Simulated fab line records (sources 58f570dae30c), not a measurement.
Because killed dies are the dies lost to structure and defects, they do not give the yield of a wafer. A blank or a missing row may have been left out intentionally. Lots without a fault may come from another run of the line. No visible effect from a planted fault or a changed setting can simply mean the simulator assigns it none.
Which tool is to blame? + flow berkeleyCmos170 + 14 lots with 42 wafers sampled at 5 steps, on a route of 331 steps

WHAT EACH GAUGE READ, for each wafer
UCB170_CONTACT_CD_MEAS_90: the cd target is 700 nm.
| lot  | measured     | on       | cdNm (nm)         |
|------|--------------|----------|-------------------|
| L874 | day 8 03:56  | cdSem-02 | 698.7 698.2 699.6 |
| L875 | day 8 14:06  | cdSem-02 | 699.9 701.7 701.3 |
| L876 | day 9 01:48  | cdSem-01 | 699.2 698.3 698.1 |
| L878 | day 9 02:46  | cdSem-01 | 701.7 700.0 700.7 |
| L880 | day 9 15:55  | cdSem-01 | 697.7 698.8 699.9 |
| L881 | day 10 00:49 | cdSem-01 | 700.7 699.6 701.1 |
| L883 | day 10 23:20 | cdSem-02 | 701.8 701.2 700.9 |
| L888 | day 11 01:40 | cdSem-02 | 698.0 699.3 698.2 |
| L885 | day 11 08:05 | cdSem-02 | 698.1 699.2 699.0 |
| L890 | day 12 07:51 | cdSem-01 | 699.9 700.1 701.7 |
| L891 | day 12 08:11 | cdSem-01 | 700.9 698.7 697.4 |
| L889 | day 12 08:13 | cdSem-02 | 701.9 702.6 701.5 |
| L894 | day 12 11:35 | cdSem-02 | 701.0 698.6 701.7 |
| L895 | day 12 21:05 | cdSem-01 | 698.5 698.4 699.2 |

UCB170_V1_CD_MEAS_12: the cd target is 700 nm.
| lot  | measured     | on       | cdNm (nm)         |
|------|--------------|----------|-------------------|
| L874 | day 8 10:54  | cdSem-01 | 700.9 702.0 700.1 |
| L875 | day 8 19:46  | cdSem-01 | 698.5 698.6 698.9 |
| L876 | day 9 09:04  | cdSem-01 | 697.6 697.1 698.4 |
| L878 | day 9 09:25  | cdSem-01 | 699.2 700.0 698.8 |
| L880 | day 9 23:03  | cdSem-02 | 699.5 700.4 699.2 |
| L881 | day 10 09:23 | cdSem-01 | 700.1 700.2 699.3 |
| L883 | day 11 07:05 | cdSem-02 | 699.7 697.7 696.4 |
| L888 | day 11 11:08 | cdSem-01 | 702.9 703.4 704.3 |
| L885 | day 11 17:22 | cdSem-02 | 702.1 700.7 699.7 |
| L890 | day 12 13:24 | cdSem-01 | 698.7 699.8 699.4 |
| L891 | day 12 15:05 | cdSem-02 | 699.6 701.5 699.1 |
| L889 | day 12 15:17 | cdSem-01 | 701.9 702.0 702.5 |
| L894 | day 12 22:04 | cdSem-02 | 701.4 700.1 700.4 |
| L895 | day 13 05:52 | cdSem-01 | 697.8 698.3 698.5 |

UCB170_M2_RS_MEAS_02: measurement is done with a four-point probe.
| lot  | measured     | on           | M2_AL_RS (ohm/sq)    |
|------|--------------|--------------|----------------------|
| L874 | day 8 11:37  | filmMetro-01 | 0.0320 0.0317 0.0317 |
| L875 | day 8 20:28  | filmMetro-01 | 0.0320 0.0322 0.0320 |
| L876 | day 9 09:49  | filmMetro-01 | 0.0323 0.0322 0.0326 |
| L878 | day 9 10:08  | filmMetro-02 | 0.0319 0.0317 0.0319 |
| L880 | day 9 23:45  | filmMetro-02 | 0.0476 0.0467 0.0471 |
| L881 | day 10 10:06 | filmMetro-01 | 0.0469 0.0462 0.0459 |
| L883 | day 11 07:47 | filmMetro-02 | 0.0322 0.0322 0.0322 |
| L888 | day 11 11:50 | filmMetro-03 | 0.0326 0.0321 0.0322 |
| L885 | day 11 18:05 | filmMetro-02 | 0.0318 0.0319 0.0319 |
| L890 | day 12 14:11 | filmMetro-02 | 0.0324 0.0326 0.0323 |
| L891 | day 12 15:47 | filmMetro-02 | 0.0323 0.0322 0.0327 |
| L889 | day 12 16:04 | filmMetro-03 | 0.0325 0.0327 0.0324 |
| L894 | day 12 22:47 | filmMetro-03 | 0.0322 0.0325 0.0321 |
| L895 | day 13 06:35 | filmMetro-03 | 0.0320 0.0320 0.0320 |

UCB170_M2_THK_MEAS_03: measures by xrf.
| lot  | measured     | on           | M2_AL_THK (nm) |
|------|--------------|--------------|----------------|
| L874 | day 8 11:43  | filmMetro-01 | 893 899 900    |
| L875 | day 8 20:34  | filmMetro-01 | 892 891 891    |
| L876 | day 9 09:56  | filmMetro-01 | 875 883 883    |
| L878 | day 9 10:15  | filmMetro-02 | 902 907 899    |
| L880 | day 9 23:52  | filmMetro-02 | 689 704 698    |
| L881 | day 10 10:13 | filmMetro-01 | 686 699 703    |
| L883 | day 11 07:53 | filmMetro-02 | 900 899 900    |
| L888 | day 11 11:57 | filmMetro-03 | 880 896 893    |
| L885 | day 11 18:11 | filmMetro-02 | 908 910 901    |
| L890 | day 12 14:19 | filmMetro-02 | 892 880 890    |
| L891 | day 12 15:52 | filmMetro-02 | 892 889 883    |
| L889 | day 12 16:11 | filmMetro-03 | 885 884 886    |
| L894 | day 12 22:53 | filmMetro-03 | 893 883 893    |
| L895 | day 13 06:42 | filmMetro-03 | 904 894 899    |

WHICH TOOL RAN EACH LOT (tool, then ch and the chambers of the sampled wafers, then the start)
| lot  | UCB170_M2_SPUTTER_01        |
|------|-----------------------------|
| L874 | pvdSputter-04, day 8 11:29  |
| L875 | pvdSputter-01, day 8 20:20  |
| L876 | pvdSputter-02, day 9 09:44  |
| L878 | pvdSputter-01, day 9 10:03  |
| L880 | pvdSputter-01, day 9 23:40  |
| L881 | pvdSputter-01, day 10 09:59 |
| L883 | pvdSputter-04, day 11 07:41 |
| L888 | pvdSputter-02, day 11 11:44 |
| L885 | pvdSputter-04, day 11 17:57 |
| L890 | pvdSputter-02, day 12 14:07 |
| L891 | pvdSputter-02, day 12 15:38 |
| L889 | pvdSputter-02, day 12 15:55 |
| L894 | pvdSputter-02, day 12 22:40 |
| L895 | pvdSputter-02, day 13 06:30 |
- UCB170_M2_SPUTTER_01: material Al, target thk 900 nm, time 120 s.

AS READ BY THE TOOLS THEMSELVES (means over the sampled wafers that have a number; for cases with no such wafer, the mark the record gives instead)
UCB170_M2_SPUTTER_01.
| lot  | tool          | throttleValvePct (%) |
|------|---------------|----------------------|
| L874 | pvdSputter-04 | 29.5                 |
| L875 | pvdSputter-01 | 28.8                 |
| L876 | pvdSputter-02 | 29.9                 |
| L878 | pvdSputter-01 | 29.0                 |
| L880 | pvdSputter-01 | 29.6                 |
| L881 | pvdSputter-01 | 28.6                 |
| L883 | pvdSputter-04 | 29.4                 |
| L888 | pvdSputter-02 | 29.7                 |
| L885 | pvdSputter-04 | 30.0                 |
| L890 | pvdSputter-02 | 29.6                 |
| L891 | pvdSputter-02 | 29.5                 |
| L889 | pvdSputter-02 | 29.7                 |
| L894 | pvdSputter-02 | 29.9                 |
| L895 | pvdSputter-02 | 30.0                 |

THE ANSWER, worked out from the rows above alone
Rule: the usual values come from the lots themselves. The widest of any qualifying gaps counts: lots, ordered by their means at a reading, are off when they make up no more than a third of the lots, leave a main group of 4 or more, and stand apart from it by 3 or more times the standard deviation of that group's means. The tables above print the reading to a certain number of digits; a main group whose means all agree to those digits is not used. A lot without any number at a reading at which 4 lots or more have one is off too. All remaining lots with rows at the step are treated as sound. Order of review: gauges by route order, followed by the tools' own readings, for which a lot's mean as printed above is used. At the first step where some lot is off, the reading lying furthest off is the one used; lots without a number count as furthest.
Off: L880, L881, at UCB170_M2_RS_MEAS_02 (M2_AL_RS). The main group has a mean of 0.0322 ohm/sq with a standard deviation of 0.00024.
A tool fits if, at a process step before that reading, it ran every lot that is off, and no sound lot after the first of them. The gauges at UCB170_M2_RS_MEAS_02 are tried like those tools. One fits: pvdSputter-01 at UCB170_M2_SPUTTER_01. A fault onset in the window from L878 (day 9 10:03, its last sound lot) to L880 (day 9 23:40, its first lot off) fits.

WHAT HAD BEEN PUT IN BY THE SIMULATOR
Site profile drift: pvdSputter-01, from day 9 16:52 on, at UCB170_M2_SPUTTER_01. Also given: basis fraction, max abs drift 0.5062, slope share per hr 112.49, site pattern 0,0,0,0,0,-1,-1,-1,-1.
Shown lots that were struck: L880, L881. The rule given above showed the same thing.
